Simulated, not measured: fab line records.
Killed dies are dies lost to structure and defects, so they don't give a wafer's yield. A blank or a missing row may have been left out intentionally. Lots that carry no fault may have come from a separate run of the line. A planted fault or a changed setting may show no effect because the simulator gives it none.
Which tool was responsible? | flow rit_cmos | 13 lots with 39 wafers sampled at 4 steps, on a route of 202 steps

== WHAT EACH GAUGE READ, for each wafer ==
RIT_FOX2_THK_MEAS_01.
lot  | measured    | on            | FOX2_OXIDE_THK (nm)
L143 | day 1 21:26 | film_metro-02 | 360 352 354
L144 | day 2 01:23 | film_metro-02 | 345 344 349
L145 | day 2 06:00 | film_metro-04 | 376 370 366
L146 | day 2 11:07 | film_metro-04 | 353 354 358
L147 | day 2 16:43 | film_metro-03 | 354 351 358
L148 | day 2 21:38 | film_metro-02 | 349 352 355
L149 | day 3 01:55 | film_metro-04 | 369 365 369
L150 | day 3 06:55 | film_metro-02 | 357 355 366
L151 | day 3 11:14 | film_metro-02 | 357 356 360
L152 | day 3 16:10 | film_metro-04 | 375 370 378
L153 | day 3 21:49 | film_metro-03 | 361 359 358
L163 | day 6 01:17 | film_metro-02 | 373 377 377
L165 | day 6 11:44 | film_metro-03 | 392 388 400

RIT_FOX2_THK_MEAS_90.
lot  | measured    | on            | FIELD_OXIDE_LEFT_1_THK (nm)
L143 | day 1 22:19 | film_metro-04 | 332 324 326
L144 | day 2 02:16 | film_metro-03 | 318 317 322
L145 | day 2 06:58 | film_metro-04 | 349 343 339
L146 | day 2 12:08 | film_metro-03 | 326 327 331
L147 | day 2 17:35 | film_metro-03 | 326 323 330
L148 | day 2 22:34 | film_metro-03 | 321 324 327
L149 | day 3 02:52 | film_metro-02 | 342 337 342
L150 | day 3 07:48 | film_metro-03 | 329 327 338
L151 | day 3 12:07 | film_metro-03 | 329 329 332
L152 | day 3 17:03 | film_metro-03 | 349 343 352
L153 | day 3 22:45 | film_metro-04 | 334 332 331
L163 | day 6 02:14 | film_metro-04 | 346 350 350
L165 | day 6 12:37 | film_metro-02 | 366 361 373

RIT_FOX2_THK_MEAS_91.
lot  | measured    | on            | FIELD_OXIDE_LEFT_2_THK (nm)
L143 | day 2 10:50 | film_metro-04 | 265 257 259
L144 | day 2 14:52 | film_metro-04 | 250 249 254
L145 | day 2 19:05 | film_metro-03 | 281 275 272
L146 | day 3 00:32 | film_metro-03 | 259 260 264
L147 | day 3 05:59 | film_metro-04 | 258 255 262
L148 | day 3 11:01 | film_metro-04 | 253 256 259
L149 | day 3 16:25 | film_metro-02 | 275 270 275
L150 | day 3 20:23 | film_metro-03 | 261 260 271
L151 | day 4 01:20 | film_metro-02 | 261 261 265
L152 | day 4 06:13 | film_metro-04 | 280 274 283
L153 | day 4 12:11 | film_metro-04 | 266 265 263
L163 | day 6 16:20 | film_metro-03 | 279 282 282
L165 | day 7 01:38 | film_metro-03 | 298 294 306

== WHICH TOOL RAN EACH LOT (tool, then ch and the chambers of the sampled wafers, then the start) ==
lot  | RIT_FOX2_OXIDATION_00
L143 | furnace-03 ch 0, day 1 20:07
L144 | furnace-01 ch 0, day 2 00:04
L145 | furnace-03 ch 0, day 2 04:41
L146 | furnace-01 ch 0, day 2 09:47
L147 | furnace-04 ch 0, day 2 15:23
L148 | furnace-04 ch 0, day 2 20:19
L149 | furnace-03 ch 0, day 3 00:36
L150 | furnace-04 ch 0, day 3 05:36
L151 | furnace-04 ch 0, day 3 09:55
L152 | furnace-01 ch 0, day 3 14:52
L153 | furnace-04 ch 0, day 3 20:30
L163 | furnace-03 ch 0, day 5 23:57
L165 | furnace-03 ch 0, day 6 10:25
- RIT_FOX2_OXIDATION_00: target thk 350.7 nm, ox time 1168 s.

== WHAT THE TOOLS THEMSELVES READ (means of the sampled wafers that have a number; where no wafer has one, the mark that the record gives instead) ==
RIT_FOX2_OXIDATION_00.
lot  | tool       | spike_tc_centre_C (C) | spike_tc_load_C (C) | spike_tc_source_C (C) | tube_center_temp_C (C) | tube_center_temp_C_max
L143 | furnace-03 | 1101.5                | 1123.9              | 1127.9                | 1100                   | 1102.8
L144 | furnace-01 | 1103.2                | 1125.6              | 1125.7                | 1100                   | 1103.1
L145 | furnace-03 | 1100.9                | 1123.3              | 1128.8                | 1100                   | 1102.8
L146 | furnace-01 | 1102.3                | 1126.5              | 1125.0                | 1100                   | 1102.9
L147 | furnace-04 | 1102.4                | 1128.9              | 1127.5                | 1100                   | 1102.3
L148 | furnace-04 | 1102.5                | 1128.0              | 1128.3                | 1100                   | 1102.6
L149 | furnace-03 | 1100.8                | 1123.4              | 1127.2                | 1100                   | 1102.8
L150 | furnace-04 | 1102.1                | 1128.2              | 1127.9                | 1100                   | 1103.0
L151 | furnace-04 | 1103.3                | 1128.6              | 1128.2                | 1100                   | 1102.1
L152 | furnace-01 | 1101.7                | 1126.2              | 1126.9                | 1100                   | 1102.6
L153 | furnace-04 | 1102.5                | 1128.3              | 1128.3                | 1100                   | 1102.8
L163 | furnace-03 | 1116.5                | 1138.6              | 1142.9                | 1115                   | 1117.9
L165 | furnace-03 | 1116.6                | 1139.0              | 1142.0                | 1115                   | 1118.0

== THE ANSWER, worked out from the rows above alone ==
Rule: usual is defined by the lots themselves. Put in order of their means at a reading, lots are off if they are a third of the lots or fewer, leave a main group of 4 or more, and stand apart from it by a gap of 3 or more times the standard deviation of the main group's means; of several such gaps the widest counts. The tables above print the reading to a certain number of digits; a main group whose means all agree to those digits is not used. A lot without any number at a reading at which 4 lots or more have one is off too. Any other lot the step has rows for is counted as sound. First the gauges in route order, then the tools' own readings, where a lot's mean is used as printed above. The first step at which some lot is off is used, and at that step the reading that is off furthest; a lot without a number counts as furthest.
Off at RIT_FOX2_OXIDATION_00 (tube_center_temp_C_max): L163, L165. Mean 1102.7 and standard deviation 0.28 in the main group.
A tool fits if, at that step or a process step before it, it ran every lot that is off, and no sound lot after the first of them. One fits: RIT_FOX2_OXIDATION_00 on furnace-03. A fault onset in the window from L149 (day 3 00:36, its last sound lot) to L163 (day 5 23:57, its first lot off) fits.
The tool's own readings at RIT_FOX2_OXIDATION_00 bear it out: on the lots that are off they differ by more than 5 times the standard deviation of the sound lots' means. spike_tc_centre_C reads 1116.5 C there against 1102.1 C on the sound lots; spike_tc_load_C reads 1138.8 C there against 1126.4 C on the sound lots; spike_tc_source_C reads 1142.5 C there against 1127.4 C on the sound lots; tube_center_temp_C reads 1115 C there against 1100 C on the sound lots; tube_center_temp_C_max reads 1118.0 there against 1102.7 on the sound lots.

== WHAT THE SIMULATOR HAD PUT IN ==
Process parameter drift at RIT_FOX2_OXIDATION_00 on furnace-03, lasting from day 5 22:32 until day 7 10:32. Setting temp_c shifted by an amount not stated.
Struck lots among those shown: L163, L165. This agrees with what the rule above found.
